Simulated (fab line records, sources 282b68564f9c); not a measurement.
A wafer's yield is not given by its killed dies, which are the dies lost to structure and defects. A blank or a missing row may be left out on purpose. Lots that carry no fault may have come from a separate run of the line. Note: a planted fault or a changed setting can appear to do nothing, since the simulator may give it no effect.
Split-lot experiment    flow rit-cmos    on a route of 202 steps: 5 lots, 23 wafers read

## THE SPLIT
At RIT_CONTACT_DEVELOP_07 (develop time 120 s), the setting develop-time-s was moved away from the recipe's 120 s on 12 of the 23 wafers read, by -10.7% to +13.4%. The other wafers ran this setting at the recipe's value.

## FROM THE SPLIT TO THE READING: what the file shows between them, 3 steps
- RIT_CONTACT_CD_MEAS_08: target cd 1000 nm
- RIT_CONTACT_ETCH_11: etches SiO2 in CHF3/CF4/Ar, stops on TiSi2, target depth 480 nm, time 320 s (also split here: time-s)
- RIT_CONTACT_STRIP_12: strips in O2, time 180 s

## THE READING
At RIT_CONTACT_CD_MEAS_90: cd-nm in nanometres, against a target cd of 1000 nm. On this fab line, fault-free wafers typically give 999.1 nm with a standard deviation of 2.3 nm.

wafer   tool, chamber at the split  develop-time-s as run, s  against the recipe  cd-nm, nm  against lot-mates on the recipe
L077.1  litho-track-03, 0           107.7                     -10.2%              988.7      -8.8
L077.2  litho-track-03, 0           107.7                     -10.2%              988.5      -9.0
L077.3  litho-track-03, 0           120                       recipe              997.1      -
L077.5  litho-track-03, 0           120                       recipe              998.0      -
L077.6  litho-track-03, 0           107.7                     -10.2%              988.9      -8.6
L079.1  litho-track-04, 0           120                       recipe              1000.3     -
L079.2  litho-track-04, 0           107.2                     -10.7%              992.8      -7.7
L079.3  litho-track-04, 0           107.2                     -10.7%              994.0      -6.5
L079.4  litho-track-04, 0           107.2                     -10.7%              993.0      -7.5
L079.6  litho-track-04, 0           120                       recipe              1000.7     -
L080.1  litho-track-03, 0           108.5                     -9.6%               989.0      -8.0
L080.2  litho-track-03, 0           108.5                     -9.6%               986.5      -10.5
L080.3  litho-track-03, 0           120                       recipe              996.7      -
L080.4  litho-track-03, 0           120                       recipe              997.2      -
L080.5  litho-track-03, 0           108.5                     -9.6%               988.0      -9.0
L081.2  litho-track-02, 0           120                       recipe              1001.0     -
L081.3  litho-track-02, 0           120                       recipe              998.2      -
L081.5  litho-track-02, 0           120                       recipe              999.7      -
L082.2  litho-track-03, 0           136.1                     +13.4%              1005.7     +8.3
L082.3  litho-track-03, 0           120                       recipe              997.1      -
L082.4  litho-track-03, 0           120                       recipe              997.7      -
L082.5  litho-track-03, 0           136.1                     +13.4%              1007.4     +10.0
L082.6  litho-track-03, 0           136.1                     +13.4%              1004.8     +7.4

THE FIT
A straight line over all 23 wafers: cd-nm changes by +0.703 nm for each +1% of develop-time-s; r = +0.93; the points scatter about the line by 2.3 nm.
The same after taking each lot's own level away (the mean of its wafers on the recipe; 23 wafers): +0.736 nm for each +1%; r = +0.98; scatter 1.2 nm.
On that fit, the largest move of develop-time-s shifts the reading by 9.9 nm.
Measured against the standard deviation above, the lots' own levels, which go from 996.95 to 1000.50 nm, span 1.5 times it.
The two slopes agree, so the slope changes little with the lot-to-lot level.
Check: +9.65 nm against its lot-mates is what the line predicts for one of the wafers moved furthest among these (+13.4%) when that wafer is left out of the fit. Against them it came out at +8.3 nm.

## THESE WAFERS: OTHER SPLITS
These wafers also went through other splits before the reading. Each is held against what the fit with the lots' levels taken away leaves over:
other split on the same wafers      wafers away from the commonest value  r with cd-nm (lot level and that fit taken away)
RIT_GATE_EXPOSE_13 dose-mj          9                                     -0.28
RIT_GATE_ETCH_19 over-etch-frac     7                                     +0.27
RIT_NLDD_COAT_01 resist-thk-nm      8                                     +0.20
RIT_NLDD_DEVELOP_05 develop-time-s  10                                    -0.29
RIT_PLDD_IMPLANT_08 energy-kev      6                                     -0.05
RIT_NSD_IMPLANT_08 dose-cm2         7                                     +0.26
RIT_SDANNEAL_CLEAN_00 temp-c        15                                    -0.46
RIT_CONTACT_CVD_00 time-s           10                                    +0.31
RIT_CONTACT_ETCH_11 time-s          10                                    -0.28

## THE WHOLE CHAIN: every reading that the file lists as answering this split, in the file's order
step                    what it does                                                                 reading                                                         change (the file's fit)                r (the file's)
RIT_CONTACT_CD_MEAS_08  target cd 1000 nm                                                            cd-nm                                                           +0.77 nm for each +1% of the setting   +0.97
RIT_CONTACT_ETCH_11     etches SiO2 in CHF3/CF4/Ar, stops on TiSi2, target depth 480 nm, time 320 s  CONTACT.cd-nm (the simulator's own value, which no gauge read)  +0.759 nm for each +1% of the setting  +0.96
RIT_CONTACT_CD_MEAS_90  target cd 1000 nm                                                            cd-nm                                                           +0.757 nm for each +1% of the setting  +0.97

## FILE'S OWN FIT
cd-nm changes by +0.757 nm for each +1% of develop-time-s, r = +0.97.
